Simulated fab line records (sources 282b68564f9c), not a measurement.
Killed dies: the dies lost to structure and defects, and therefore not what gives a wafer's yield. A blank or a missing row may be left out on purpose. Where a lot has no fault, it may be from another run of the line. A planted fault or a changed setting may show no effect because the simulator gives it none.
Which tool did it? + flow rit cmos + Sampling: 14 lots, 42 wafers, 5 of 202 route steps

== WHAT THE GAUGES SHOWED, per wafer ==
RIT_ACTIVE_BOW_MEAS_00.
| lot  | measured    | on            | INCOMING_BOW (um) |
|------|-------------|---------------|-------------------|
| L610 | day 1 10:00 | film metro-04 | -4 -10 0          |
| L611 | day 1 15:00 | film metro-01 | 2 10 1            |
| L613 | day 2 01:00 | film metro-02 | 1 -3 -2           |
| L615 | day 2 11:01 | film metro-02 | 8 0 -5            |
| L616 | day 2 16:00 | film metro-04 | -5 -11 9          |
| L617 | day 2 21:00 | film metro-04 | 2 -1 7            |
| L618 | day 3 02:00 | film metro-02 | 0 -12 7           |
| L619 | day 3 07:01 | film metro-01 | 6 -9 -1           |
| L620 | day 3 12:00 | film metro-02 | -5 6 1            |
| L621 | day 3 17:01 | film metro-02 | 14 2 -2           |
| L624 | day 4 08:00 | film metro-02 | 2 -20 -8          |
| L626 | day 4 18:01 | film metro-04 | -2 2 3            |
| L627 | day 4 23:00 | film metro-01 | 10 -9 1           |
| L631 | day 5 19:01 | film metro-01 | 6 -2 -11          |

RIT_NWELL_TW_MEAS_10.
| lot  | measured    | on            | NWELL_TW       |
|------|-------------|---------------|----------------|
| L610 | day 1 23:02 | film metro-02 | 2118 2119 2112 |
| L611 | day 2 04:18 | film metro-04 | 2147 2148 2140 |
| L613 | day 2 12:00 | film metro-03 | 2095 2105 2111 |
| L615 | day 3 00:05 | film metro-02 | 2123 2125 2135 |
| L616 | day 3 03:58 | film metro-02 | 2121 2118 2122 |
| L617 | day 3 09:05 | film metro-04 | 2143 2152 2156 |
| L618 | day 3 13:30 | film metro-03 | 2096 2102 2090 |
| L619 | day 3 19:25 | film metro-02 | 2134 2130 2133 |
| L620 | day 4 00:02 | film metro-03 | 2114 2104 2119 |
| L621 | day 4 03:45 | film metro-04 | 2146 2142 2133 |
| L624 | day 4 19:34 | film metro-04 | 2147 2157 2154 |
| L626 | day 5 04:57 | film metro-04 | 2153 2144 2149 |
| L627 | day 5 10:41 | film metro-03 | 2101 2101 2093 |
| L631 | day 6 10:52 | film metro-04 | 2129 2124 2117 |

RIT_PWELL_TW_MEAS_10.
| lot  | measured    | on            | PWELL_TW    |
|------|-------------|---------------|-------------|
| L610 | day 2 00:35 | film metro-02 | 951 952 951 |
| L611 | day 2 05:58 | film metro-03 | 946 942 940 |
| L613 | day 2 13:41 | film metro-02 | 949 950 947 |
| L615 | day 3 01:56 | film metro-04 | 956 961 955 |
| L616 | day 3 05:38 | film metro-02 | 945 943 948 |
| L617 | day 3 10:42 | film metro-04 | 957 965 961 |
| L618 | day 3 15:03 | film metro-04 | 958 957 958 |
| L619 | day 3 20:58 | film metro-02 | 947 947 949 |
| L620 | day 4 01:46 | film metro-02 | 952 949 953 |
| L621 | day 4 05:25 | film metro-03 | 934 933 938 |
| L624 | day 4 21:14 | film metro-03 | 940 945 940 |
| L626 | day 5 06:37 | film metro-04 | 30 30 30    |
| L627 | day 5 12:22 | film metro-03 | 30 30 30    |
| L631 | day 6 12:25 | film metro-02 | 941 946 944 |

RIT_NSD_TW_MEAS_10.
| lot  | measured    | on            | NSD_TW         |
|------|-------------|---------------|----------------|
| L610 | day 3 02:06 | film metro-04 | 3145 3143 3135 |
| L611 | day 3 06:12 | film metro-01 | 3160 3169 3154 |
| L613 | day 3 14:29 | film metro-04 | 3127 3126 3133 |
| L615 | day 4 02:25 | film metro-02 | 3112 3116 3114 |
| L616 | day 4 05:31 | film metro-02 | 3088 3100 3100 |
| L617 | day 4 10:43 | film metro-02 | 3112 3104 3118 |
| L618 | day 4 15:13 | film metro-02 | 3103 3117 3116 |
| L619 | day 4 21:16 | film metro-04 | 3113 3123 3137 |
| L620 | day 5 01:56 | film metro-02 | 3101 3090 3106 |
| L621 | day 5 06:09 | film metro-01 | 3165 3149 3144 |
| L624 | day 5 22:19 | film metro-01 | 3143 3145 3147 |
| L631 | day 7 13:06 | film metro-01 | 3126 3145 3137 |

== WHAT TOOL EACH LOT RAN ON (gives the tool, then ch and the chambers of the sampled wafers, and finally the start) ==
| lot  | RIT_NWELL_STRIP_09                  |
|------|-------------------------------------|
| L610 | plasma asher-02 ch 0,1, day 1 22:52 |
| L611 | plasma asher-02 ch 0,1, day 2 04:07 |
| L613 | plasma asher-03 ch 0,1, day 2 11:50 |
| L615 | plasma asher-01 ch 0,1, day 2 23:54 |
| L616 | plasma asher-03 ch 0,1, day 3 03:47 |
| L617 | plasma asher-02 ch 0,1, day 3 08:55 |
| L618 | plasma asher-01 ch 0,1, day 3 13:20 |
| L619 | plasma asher-01 ch 0,1, day 3 19:13 |
| L620 | plasma asher-03 ch 0,1, day 3 23:52 |
| L621 | plasma asher-02 ch 1, day 4 03:34   |
| L624 | plasma asher-01 ch 0,1, day 4 19:23 |
| L626 | plasma asher-01 ch 0,1, day 5 04:46 |
| L627 | plasma asher-02 ch 0,1, day 5 10:31 |
| L631 | plasma asher-01 ch 0,1, day 6 10:41 |
- RIT_NWELL_STRIP_09: strips in O2, time 180 s.

== AS READ BY THE TOOLS THEMSELVES (means over the sampled wafers that have a number; for cases with no such wafer, the mark the record gives instead) ==
RIT_NWELL_STRIP_09.
| lot  | tool            | chamber pressure mTorr (mTorr) | drypump motor current A (A) |
|------|-----------------|--------------------------------|-----------------------------|
| L610 | plasma asher-02 | 3998                           | 5.7                         |
| L611 | plasma asher-02 | 4001                           | 5.6                         |
| L613 | plasma asher-03 | 4001                           | 5.6                         |
| L615 | plasma asher-01 | 4000                           | 5.6                         |
| L616 | plasma asher-03 | 4000                           | 5.7                         |
| L617 | plasma asher-02 | 4000                           | 5.7                         |
| L618 | plasma asher-01 | 4002                           | 5.4                         |
| L619 | plasma asher-01 | 4000                           | 5.4                         |
| L620 | plasma asher-03 | 3999                           | 5.7                         |
| L621 | plasma asher-02 | 4000                           | 5.7                         |
| L624 | plasma asher-01 | 3998                           | 5.4                         |
| L626 | plasma asher-01 | -                              | -                           |
| L627 | plasma asher-02 | -                              | -                           |
| L631 | plasma asher-01 | 4003                           | 5.4                         |

== THE ANSWER, worked out from the rows above alone ==
Rule: the lots themselves supply what counts as usual. The widest of any qualifying gaps counts: lots, ordered by their means at a reading, are off when they make up no more than a third of the lots, leave a main group of 4 or more, and stand apart from it by 3 or more times the standard deviation of that group's means. A main group whose means are all the same, to the digits that the tables above print for the reading, isn't used. Also off: a lot with no number at a reading for which 4 or more lots have one. Where the step has rows for the other lots, those lots are counted as sound. First the gauges in route order, then the tools' own readings, where a lot's mean is used as printed above. At the first step where some lot is off, the reading lying furthest off is the one used; lots without a number count as furthest.
Off: L626, L627, seen at RIT_PWELL_TW_MEAS_10 (PWELL_TW). Main group: mean 949, sd 7.3.
If a tool, at a process step before that reading, ran all the lots that are off and no sound lot after the first of them, it fits. Not tried: the gauges at RIT_PWELL_TW_MEAS_10; whatever is off there is also off at RIT_NWELL_STRIP_09, on other tools, and gauge error can't account for it. None of those tried fits.

== WHAT HAD BEEN PUT IN BY THE SIMULATOR ==
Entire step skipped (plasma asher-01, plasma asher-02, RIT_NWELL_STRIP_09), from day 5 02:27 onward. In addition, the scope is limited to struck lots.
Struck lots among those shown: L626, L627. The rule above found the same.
